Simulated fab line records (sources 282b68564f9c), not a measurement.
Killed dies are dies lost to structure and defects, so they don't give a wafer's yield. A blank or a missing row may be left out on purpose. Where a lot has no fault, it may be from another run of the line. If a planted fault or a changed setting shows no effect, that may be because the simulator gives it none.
Split-lot study | flow rit-cmos | 5 lots, 23 wafers read, on a route of 202 steps

ABOUT THE SPLIT
At RIT_NWELL_IMPLANT_08, the setting energy-kev was moved away from the recipe's 170 on 10 of the 23 wafers read, by -3.8% to +3.5%. All remaining wafers had this setting at the recipe value.

The split's own step is where the reading is taken.

THE READING
The simulator's own value implant.drp-nm, read by no gauge, in nm at RIT_NWELL_IMPLANT_08. No usual value for it is given in the file.

wafer  | tool, chamber at the split | energy-kev as run | against the recipe | implant.drp-nm, nm | against lot-mates on the recipe
L074.1 | implanter-02, 0            | 170               | recipe             | 68.82              | -
L074.3 | implanter-02, 0            | 170               | recipe             | 68.82              | -
L074.5 | implanter-02, 0            | 170               | recipe             | 68.82              | -
L074.2 | implanter-02, 0            | 172.9             | +1.7%              | 69.7               | +0.88
L074.6 | implanter-02, 0            | 172.9             | +1.7%              | 69.7               | +0.88
L077.2 | implanter-04, 0            | 163.5             | -3.8%              | 66.88              | -1.94
L077.3 | implanter-04, 0            | 163.5             | -3.8%              | 66.88              | -1.94
L077.6 | implanter-04, 0            | 163.5             | -3.8%              | 66.88              | -1.94
L077.4 | implanter-04, 0            | 170               | recipe             | 68.82              | -
L077.5 | implanter-04, 0            | 170               | recipe             | 68.82              | -
L078.1 | implanter-04, 0            | 170               | recipe             | 68.82              | -
L078.3 | implanter-04, 0            | 170               | recipe             | 68.82              | -
L078.4 | implanter-04, 0            | 176               | +3.5%              | 70.64              | +1.82
L078.5 | implanter-04, 0            | 176               | +3.5%              | 70.64              | +1.82
L078.6 | implanter-04, 0            | 176               | +3.5%              | 70.64              | +1.82
L081.1 | implanter-03, 0            | 170               | recipe             | 68.82              | -
L081.3 | implanter-03, 0            | 170               | recipe             | 68.82              | -
L081.6 | implanter-03, 0            | 170               | recipe             | 68.82              | -
L081.2 | implanter-03, 0            | 173               | +1.8%              | 69.73              | +0.91
L081.4 | implanter-03, 0            | 173               | +1.8%              | 69.73              | +0.91
L084.3 | implanter-03, 0            | 170               | recipe             | 68.82              | -
L084.4 | implanter-03, 0            | 170               | recipe             | 68.82              | -
L084.5 | implanter-03, 0            | 170               | recipe             | 68.82              | -

FIT RESULTS
A straight line over all 23 wafers: implant.drp-nm changes by +0.511 nm for each +1% of energy-kev; r = +1.00; the points scatter about the line by 0.0068 nm.
The same after taking each lot's own level away (the mean of its wafers on the recipe; 23 wafers): +0.511 nm for each +1%; r = +1.00; scatter 0.0068 nm.
On that fit, the largest move of energy-kev shifts the reading by 2 nm.
The lots' own levels span 68.820 to 68.820 nm.
The two slopes agree, so the slope changes little with the lot-to-lot level.
Check: with one of the wafers moved furthest among these (-3.8%) left out of the fit, the line predicts -1.95 nm for it against its lot-mates. It came out at -1.94 nm against them.

THESE WAFERS: OTHER SPLITS
Other splits were also applied to these wafers ahead of the reading. Each is held against what the fit with the lots' levels taken away leaves over:
other split on the same wafers  | wafers away from the commonest value | r with implant.drp-nm (lot level and that fit taken away)
RIT_ACTIVE_OXIDATION_01 temp-c  | 10                                   | +0.29
RIT_FOX2_OXIDATION_00 ox-time-s | 15                                   | +0.34

THE WHOLE CHAIN: every reading that the file lists as answering this split, in the file's order
step                 | what it does | reading                                                         | change (the file's fit)               | r (the file's)
RIT_NWELL_IMPLANT_08 |              | implant.rp-nm (the simulator's own value, which no gauge read)  | +2.21 nm for each +1% of the setting  | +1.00
RIT_NWELL_IMPLANT_08 |              | implant.drp-nm (the simulator's own value, which no gauge read) | +0.512 nm for each +1% of the setting | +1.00

FILE'S OWN FIT
implant.drp-nm changes by +0.512 nm for each +1% of energy-kev, r = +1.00.
